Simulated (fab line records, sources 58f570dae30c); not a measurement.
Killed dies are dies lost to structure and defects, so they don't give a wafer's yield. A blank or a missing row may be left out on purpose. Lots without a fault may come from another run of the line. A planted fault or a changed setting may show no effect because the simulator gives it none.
Which tool did it? | flow berkeley_cmos170 | 6 lots, 18 wafers sampled, at 5 steps of a route of 331

WHAT THE GAUGES READ, wafer by wafer
UCB170_CONTACT_THK_MEAS_02.
lot  | measured     | on            | CONTACT_PSG_THK (nm)
L808 | day 8 20:39  | film_metro-01 | 700 697 704
L809 | day 8 21:34  | film_metro-03 | 707 712 702
L818 | day 10 18:44 | film_metro-03 | 470 470 464
L820 | day 11 10:44 | film_metro-03 | 700 701 696
L824 | day 12 16:28 | film_metro-03 | 699 696 697
L828 | day 13 17:07 | film_metro-03 | 699 694 702

WHICH TOOL RAN EACH LOT (tool, then ch and the chambers of the sampled wafers, then the start)
lot  | UCB170_SPACER_CVD_00            | UCB170_PSD_STRIP_09                  | UCB170_BACKSIDE_STRIP_03             | UCB170_CONTACT_CVD_01
L808 | pecvd-02 ch 0,2, day 8 03:59    | plasma_asher-02 ch 0,1, day 8 13:44  | plasma_asher-02 ch 0,1, day 8 16:58  | lpcvd-02 ch 1, day 8 18:52
L809 | pecvd-04 ch 0,1, day 8 04:25    | plasma_asher-01 ch 0,1, day 8 13:28  | plasma_asher-04 ch 0,1, day 8 16:45  | lpcvd-01 ch 0, day 8 18:54
L818 | pecvd-04 ch 0,1,2, day 10 03:56 | plasma_asher-04 ch 0,1, day 10 12:14 | plasma_asher-02 ch 0,1, day 10 15:25 | lpcvd-02 ch 0, day 10 16:58
L820 | pecvd-04 ch 1,2, day 10 16:44   | plasma_asher-02 ch 0,1, day 11 05:08 | plasma_asher-04 ch 0,1, day 11 07:31 | lpcvd-01 ch 0, day 11 08:57
L824 | pecvd-03 ch 0,2, day 11 22:44   | plasma_asher-02 ch 0,1, day 12 07:32 | plasma_asher-03 ch 0,1, day 12 13:15 | lpcvd-01 ch 0, day 12 14:40
L828 | pecvd-02 ch 0,1,2, day 13 02:39 | plasma_asher-02 ch 0,1, day 13 11:24 | plasma_asher-04 ch 0,1, day 13 13:41 | lpcvd-01 ch 1, day 13 15:19
- UCB170_SPACER_CVD_00: deposits SiO2 from TEOS/O2, target thk 376 nm, time 47 s.
- UCB170_PSD_STRIP_09: strips in O2.
- UCB170_BACKSIDE_STRIP_03: strips in O2.
- UCB170_CONTACT_CVD_01: deposits PSG from SiH4/O2/PH3, target thk 700 nm, time 2820 s.

THE ANSWER, worked out from the rows above alone
Rule: what is usual is taken from the lots themselves. Put in order of their means at a reading, lots are off if they are a third of the lots or fewer, leave a main group of 4 or more, and stand apart from it by a gap of 3 or more times the standard deviation of the main group's means; of several such gaps the widest counts. A main group whose means are all the same, to the digits that the tables above print for the reading, isn't used. A lot without any number at a reading at which 4 lots or more have one is off too. The other lots that the step has rows for count as sound.
Off: L818, at UCB170_CONTACT_THK_MEAS_02 (CONTACT_PSG_THK). The main group: mean 700 nm, standard deviation 3.4.
A tool fits if, at a process step before that reading, it ran every lot that is off, and no sound lot after the first of them. The gauges at UCB170_CONTACT_THK_MEAS_02 are tried like those tools. Can't be told from this: 3 tools fit, plasma_asher-04 at UCB170_PSD_STRIP_09, plasma_asher-02 at UCB170_BACKSIDE_STRIP_03, lpcvd-02 at UCB170_CONTACT_CVD_01.

WHAT THE SIMULATOR HAD PUT IN
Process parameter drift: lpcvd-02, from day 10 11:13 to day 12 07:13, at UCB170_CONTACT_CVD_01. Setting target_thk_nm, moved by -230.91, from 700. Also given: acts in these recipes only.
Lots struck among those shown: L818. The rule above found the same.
